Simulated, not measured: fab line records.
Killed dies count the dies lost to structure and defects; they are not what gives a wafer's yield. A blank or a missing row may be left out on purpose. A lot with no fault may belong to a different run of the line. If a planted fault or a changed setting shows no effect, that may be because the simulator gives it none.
Problem report, 8D (eight disciplines) form, completed by code ; flow berkeley-cmos170 ; the parts of the form that need people (team, actions taken, sign-off) are left out

1. WHAT IS WRONG
SPACER_TEOS_THK at UCB170_SPACER_THK_MEAS_01 reads a mean of 341 nm on 1 wafer of 1 lot; wafers without a fault read 376 nm with a standard deviation of 5.9. That puts it -5.9 standard deviations away from the usual mean.
First observed at day 10 19:20: wafer L525.3, on film-metro-03. The record holds 39 wafers of 13 lots with a number at this step. Rule for "out" (also "out of limits"): further than 4 standard deviations from the usual mean. The other wafers with a number count as sound.

2. WHAT IT IS AND WHAT IT IS NOT
question;is;is not
which readings at this step;SPACER_TEOS_THK;-
which lots;L525;L511, L513, L514, L515, L516, L517, L518, L519, L520, L522, L528, L529
which wafers of those lots;L525.3;L525.1, L525.2
read on which gauges;film-metro-03;film-metro-01, film-metro-04
when;from day 10 19:20;"up to then (35 sound wafers); but 3 sound wafers of L529 came after"

3. WHAT RULES OUT EACH SUSPECT
Counting: a tool at a process step up to the reading stays a suspect if it ran every lot that is out. Sound lots after the first of them don't rule it out here, since some wafers of a struck lot are sound.
- the gauge at UCB170_SPACER_THK_MEAS_01: kept. All the wafers that are out were read on film-metro-03, and no step on other tools shows them out.
- pecvd-01 at UCB170_SPACER_CVD_00 (deposits SiO2 from TEOS/O2, target thk 376 nm, time 47 s): kept. It ran the lot that is out, L525 (day 10 19:14); its last sound lot up to then is L528 (day 10 18:29).
- Within pecvd-01 at UCB170_SPACER_CVD_00: the wafers that are out ran in chamber 2; their sound lot-mates ran in chambers 0, 1.
After counting, pecvd-01 at UCB170_SPACER_CVD_00 and film-metro-03 at UCB170_SPACER_THK_MEAS_01 remain.

4. THE CAUSE (what the simulator had put in)
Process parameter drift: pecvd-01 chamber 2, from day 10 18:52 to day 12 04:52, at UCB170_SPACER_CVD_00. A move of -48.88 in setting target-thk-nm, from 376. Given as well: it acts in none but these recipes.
Counting leaves 2 suspects; this tool is one of them.

5. THE EFFECT CHAIN, in route order
One row per reading whose mean, taken over the struck wafers that have a number, lies over 3 standard deviations from the usual. Only readings for which the record gives a usual standard deviation are gone through. hours: the time from each lot's start at the first step in this table that gives one to its start at this step, as a median over the lots. sigmas: the change in usual standard deviations.
hours;step;reading;usual;on struck wafers;change;sigmas
0;UCB170_SPACER_THK_MEAS_01;SPACER_TEOS_THK;376 nm;341;-35;-5.9
Later measuring or inspecting steps at which every struck wafer that the step has a row for has a number for every such reading, and none has moved that far: UCB170_CONTACT_CD_MEAS_15.

6. HOW IT WOULD HAVE BEEN CAUGHT EARLIER
0 hours passed between the start of the fault at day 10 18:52 and the first reading out of limits at a measuring or inspecting step in this record, taken at day 10 19:20.
Tool readings at UCB170_SPACER_CVD_00 with a usual standard deviation given in the record: none out on any struck wafer, hence no alarm at a limit of 4 standard deviations on them.
By day 10 19:20 the whole set of lots that are out, 1 in number, had already begun UCB170_SPACER_CVD_00 on pecvd-01. Tool hold at that time: it would have spared none of them.
